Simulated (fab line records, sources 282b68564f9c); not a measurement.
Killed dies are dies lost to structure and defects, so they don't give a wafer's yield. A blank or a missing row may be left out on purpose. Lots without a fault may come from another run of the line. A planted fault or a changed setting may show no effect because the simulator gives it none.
A struck lot beside a sound one | flow rit_cmos | 15 steps out of a route of 202
Sound: wafers L953.1, L953.2, L953.4. Struck: wafers L963.2, L963.3. (L963.5 of the same lot was not struck and is left out.) The cause comes at the end.
At each step with rows: each side's tool, then ch and its chambers, then its first start. Under that, the readings that differ: sound wafers | struck wafers | difference of the means | sigmas: that difference in standard deviations of wafers without a fault.
alike: readings whose means differ by less than 2 such deviations, and words and numbers that are the same on both sides. not compared: withheld readings, readings that some wafer has no value for, bounds like >300 that may hide the same value, and numbers for which the record gives no deviation and whose values overlap.
The two part at a step that has a row with sigmas, a row that says differs or no value, or rows on one side only. Numbers that don't overlap but have no deviation are shown without sigmas and don't part them. A reading that every wafer of one side lacks parts them only if that side has two wafers or more.

first, 1 step without rows for these wafers: RIT_NWELL_IMPLANT_08.
RIT_NWELL_STRIP_09: strips in O2, time 180 s.
  sound on plasma_asher-01 ch 0,1, day 2 12:40; struck on plasma_asher-01 ch 0,1, day 4 15:09
  alike: drypump_motor_current_A, o2_flow_sccm
  not compared: rf_hours_counter_h
RIT_NWELL_TW_MEAS_10:
  sound on film_metro-04, day 2 12:50; struck on film_metro-04, day 4 15:20
  alike: NWELL_TW
then, 2 steps without rows for these wafers: RIT_PWELL_HMDS_00 (prime time 60 s); RIT_PWELL_COAT_01 (resist thk 1300 nm).
RIT_PWELL_SOFTBAKE_02: time 61.06 s.
  sound on litho_track-01 ch 0, day 2 13:12; struck on litho_track-01 ch 0, day 4 15:43
  alike: plate_sensor_t_centre_C, plate_sensor_t_edge_C, softbake_temp_c
then, 3 steps without rows for these wafers: RIT_PWELL_EXPOSE_03 (exposes mask M3, target cd 43700 nm); RIT_PWELL_PEB_04; RIT_PWELL_DEVELOP_05 (develop time 68 s).
RIT_PWELL_OVL_MEAS_06:
  sound on overlay-01, day 2 13:47; struck on overlay-02, day 4 16:16
  alike: PWELL_OVL
then, 2 steps without rows for these wafers: RIT_PWELL_HARDBAKE_07 (time 120 s); RIT_PWELL_IMPLANT_08.
RIT_PWELL_STRIP_09: strips in O2, time 180 s.
  sound on plasma_asher-02 ch 0,1, day 2 14:13; struck on plasma_asher-02 ch 1, day 4 16:42
  reading             | sound          | struck    | difference | sigmas
  o2_flow_sccm (sccm) | 4009 4002 4025 | 3215 3215 | -797       | -66
  alike: drypump_motor_current_A
  not compared: rf_hours_counter_h
RIT_PWELL_TW_MEAS_10:
  sound on film_metro-04, day 2 14:23; struck on film_metro-01, day 4 16:53
  reading  | sound       | struck  | difference | sigmas
  PWELL_TW | 959 962 962 | 941 942 | -20        | -3
RIT_M1_PROBE_99:
  sound on prober-01, day 4 00:22; struck on prober-02, day 6 08:58
  alike: killed_at_contacts, killed_at_front_end, killed_dies, killed_open, killed_short

WHERE THEY PART
First at RIT_PWELL_STRIP_09; last, within this record, at RIT_PWELL_TW_MEAS_10. Later steps at which nothing parts them and some readings are alike: RIT_M1_PROBE_99.

WHY: what the simulator had put in
Process parameter drift: plasma_asher-02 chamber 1, from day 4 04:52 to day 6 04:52, at RIT_PWELL_STRIP_09. Setting o2_flow_sccm, moved by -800, from 4000. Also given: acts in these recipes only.
